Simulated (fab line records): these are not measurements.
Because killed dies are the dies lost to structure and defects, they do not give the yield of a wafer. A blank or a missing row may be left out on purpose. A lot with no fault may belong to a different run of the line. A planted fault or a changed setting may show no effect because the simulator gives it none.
Shared-tool check    flow berkeley_cmos170    Sample size 15 lots and 45 wafers

## WHAT PROMPTED THE OPENING
Of 15 lots, 3 have the reading ACTIVE_OXIDE_THK flagged at UCB170_ACTIVE_THK_MEAS_03. Fault-free wafers read 26.3 nm, with a standard deviation of 0.46.
Rule: a lot gets a flag if all its wafers with a number sit over 4 standard deviations from that mean, or if no wafer of it has a number. The rest of the lots are taken to be sound.

lot   measured     on             ACTIVE_OXIDE_THK (nm), wafer by wafer  flag
L298  day 3 23:18  film_metro-01  26.3 26.4 26.2                         
L299  day 4 00:40  film_metro-03  26.5 26.0 26.0                         
L300  day 4 08:32  film_metro-01  26.8 26.9 26.8                         
L301  day 4 08:33  film_metro-03  27.3 27.2 27.0                         
L307  day 5 10:25  film_metro-01  26.1 26.2 26.1                         
L303  day 5 10:28  film_metro-03  26.5 26.6 26.7                         
L306  day 5 10:28  film_metro-02  26.7 26.8 26.5                         
L302  day 5 10:29  film_metro-01  26.9 26.6 26.6                         
L305  day 5 10:33  film_metro-03  26.3 26.0 26.4                         
L304  day 5 10:34  film_metro-02  26.1 26.1 26.3                         
L308  day 5 17:52  film_metro-01  25.8 25.6 25.8                         
L314  day 7 01:58  film_metro-03  30.6 30.3 30.6                         FLAGGED
L315  day 7 03:43  film_metro-03  30.7 30.4 30.7                         FLAGGED
L321  day 8 07:57  film_metro-01  26.7 27.1 26.7                         
L320  day 8 07:58  film_metro-03  30.7 30.5 30.8                         FLAGGED
Average over the flagged lots: 30.6 nm; offset from the usual +4.3 nm, equal to +9 standard deviations.

## WHICH TOOL RAN EACH LOT
The record keeps 1 process step preceding the reading, out of 331 steps on the route. Each cell gives the tool, then ch followed by the chambers the sampled wafers passed through, then the start.
lot   flag     UCB170_ZERO_STRIP_07
L298           plasma_asher-04 ch 0,1, day 1 19:50
L299           plasma_asher-03 ch 0,1, day 2 00:43
L300           plasma_asher-03 ch 0,1, day 2 06:32
L301           plasma_asher-01 ch 0,1, day 2 10:09
L307           plasma_asher-04 ch 0,1, day 3 14:43
L303           plasma_asher-03 ch 0,1, day 2 19:34
L306           plasma_asher-01 ch 0,1, day 3 11:26
L302           plasma_asher-03 ch 0, day 2 14:01
L305           plasma_asher-01 ch 0,1, day 3 12:01
L304           plasma_asher-01 ch 0,1, day 3 04:03
L308           plasma_asher-01 ch 0,1, day 3 19:19
L314  FLAGGED  plasma_asher-03 ch 0,1, day 5 06:55
L315  FLAGGED  plasma_asher-04 ch 0,1, day 5 06:38
L321           plasma_asher-01 ch 1, day 6 11:05
L320  FLAGGED  plasma_asher-03 ch 0,1, day 6 08:02
These steps, and what they do:
- UCB170_ZERO_STRIP_07: strips in O2.
- UCB170_ACTIVE_THK_MEAS_03

## FLAGGED OVER TOTAL, TOOL BY TOOL (the gauges that took the reading come last)
step                       tool             lots run  flagged  share of the flagged lots  sound lots run after its first flagged lot
UCB170_ZERO_STRIP_07       plasma_asher-01  6         0        none                       -
UCB170_ZERO_STRIP_07       plasma_asher-03  6         2        some                       0
UCB170_ZERO_STRIP_07       plasma_asher-04  3         1        some                       0
UCB170_ACTIVE_THK_MEAS_03  film_metro-01    6         0        none                       -
UCB170_ACTIVE_THK_MEAS_03  film_metro-02    2         0        none                       -
UCB170_ACTIVE_THK_MEAS_03  film_metro-03    7         3        all                        0

## THE TABLE: WHAT IT ALLOWS
1 row of the table ran every flagged lot: film_metro-03 at UCB170_ACTIVE_THK_MEAS_03.
- film_metro-03 at UCB170_ACTIVE_THK_MEAS_03: 3 of its 7 lots flagged. It ran its last sound lot, L305, at day 5 10:33 and its first flagged lot, L314, at day 7 01:58: a fault with its onset between the two fits.
One tool is left: film_metro-03 at UCB170_ACTIVE_THK_MEAS_03.

## WHAT THE SIMULATOR HAD PUT IN
Metrology matching offset: film_metro-03, from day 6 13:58 on, at UCB170_ACTIVE_THK_MEAS_03. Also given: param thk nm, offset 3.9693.
Struck lots among those shown: L314, L315, L320. The same result came from the rule above.
